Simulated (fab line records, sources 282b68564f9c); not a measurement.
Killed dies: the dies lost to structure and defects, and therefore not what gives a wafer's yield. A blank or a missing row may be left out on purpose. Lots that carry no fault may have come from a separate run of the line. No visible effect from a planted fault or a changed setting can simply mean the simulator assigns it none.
A lot that was struck, set against a sound lot :: flow rit cmos :: 15 out of 202 route steps
Sound: the wafers L995.2, L995.4, L995.6. Wafers L994.4, L994.5, L994.6 were the ones struck. The cause is named last.
For every step that has rows: the tool of each side, followed by ch and its chambers, followed by its first start. Under that, the readings that differ: sound wafers :: struck wafers :: difference of the means :: sigmas: that difference in standard deviations of wafers without a fault.
alike: words and numbers the same on both sides, and readings whose means are apart by under 2 such deviations; not compared: readings that were withheld, readings missing a value for some wafer, numbers with overlapping values and no deviation given by the record, and bounds like >300 which may hide the same value.
The two part at a step that has a row with sigmas, a row that says differs or no value, or rows on one side only. Numbers that don't overlap but have no deviation are shown without sigmas and don't part them. A reading that every wafer of one side lacks parts them only if that side has two wafers or more.

RIT_NSD_OVL_MEAS_06:
  sound on overlay-01 at day 5 06:10; struck on overlay-01 at day 5 02:33
  alike: NSD_OVL
then, 2 steps without rows for these wafers: RIT_NSD_HARDBAKE_07 (time 60 s); RIT_NSD_IMPLANT_08.
RIT_NSD_STRIP_09: strips in O2, time 180 s.
  sound on plasma asher-01 ch 0,1, day 5 06:30; struck on plasma asher-02 ch 0,1, day 5 02:56
  alike: chamber pressure mTorr, drypump motor current A, o2 flow sccm
  not compared: rf hours counter h
RIT_NSD_TW_MEAS_10:
  sound on film metro-02 at day 5 06:41; struck on film metro-04 at day 5 03:04
  alike: NSD_TW
then, 6 steps without rows for these wafers: RIT_PSD_HMDS_00 (prime time 60 s); RIT_PSD_COAT_01 (resist thk 1000 nm); RIT_PSD_SOFTBAKE_02 (time 60 s); RIT_PSD_EXPOSE_03 (exposes mask M10, target cd 40900 nm); RIT_PSD_PEB_04; RIT_PSD_DEVELOP_05 (develop time 50 s).
RIT_PSD_OVL_MEAS_06:
  sound on overlay-02 at day 5 07:43; struck on overlay-02 at day 5 03:58
  alike: PSD_OVL
RIT_PSD_HARDBAKE_07: time 60 s.
  sound on litho track-01 ch 0, day 5 07:47; struck on litho track-04 ch 0, day 5 04:04
reading: heater power total W (W)
sound: 62.56 62.51 62.64
struck: 60.34 60.38 60.40
difference: -2.20
sigmas: -43

reading: plate temp C (C)
sound: 140.20 139.98 140.21
struck: 136.23 136.47 136.22
difference: -3.82
sigmas: -32

reading: model.NOVOLAK_of_PSD_COAT_01.thk nm (nm)
sound: 878.9 881.1 884.2
struck: 887.7 890.8 890.8
difference: +8.4
sigmas: 
then, 1 step without rows for these wafers: RIT_PSD_IMPLANT_08.
RIT_M1_PROBE_99:
  sound on prober-02 at day 5 17:35; struck on prober-01 at day 5 14:59
  alike: killed_at_M0_to_M3, killed at contacts, killed at front end, killed dies, killed open, killed short

WHERE THEY PART
Only at RIT_PSD_HARDBAKE_07, as far as this record shows. Later steps at which nothing parts them and some readings are alike: RIT_M1_PROBE_99.

WHY: what had been put in by the simulator
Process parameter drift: litho track-04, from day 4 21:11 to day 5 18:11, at RIT_PSD_HARDBAKE_07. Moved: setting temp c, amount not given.
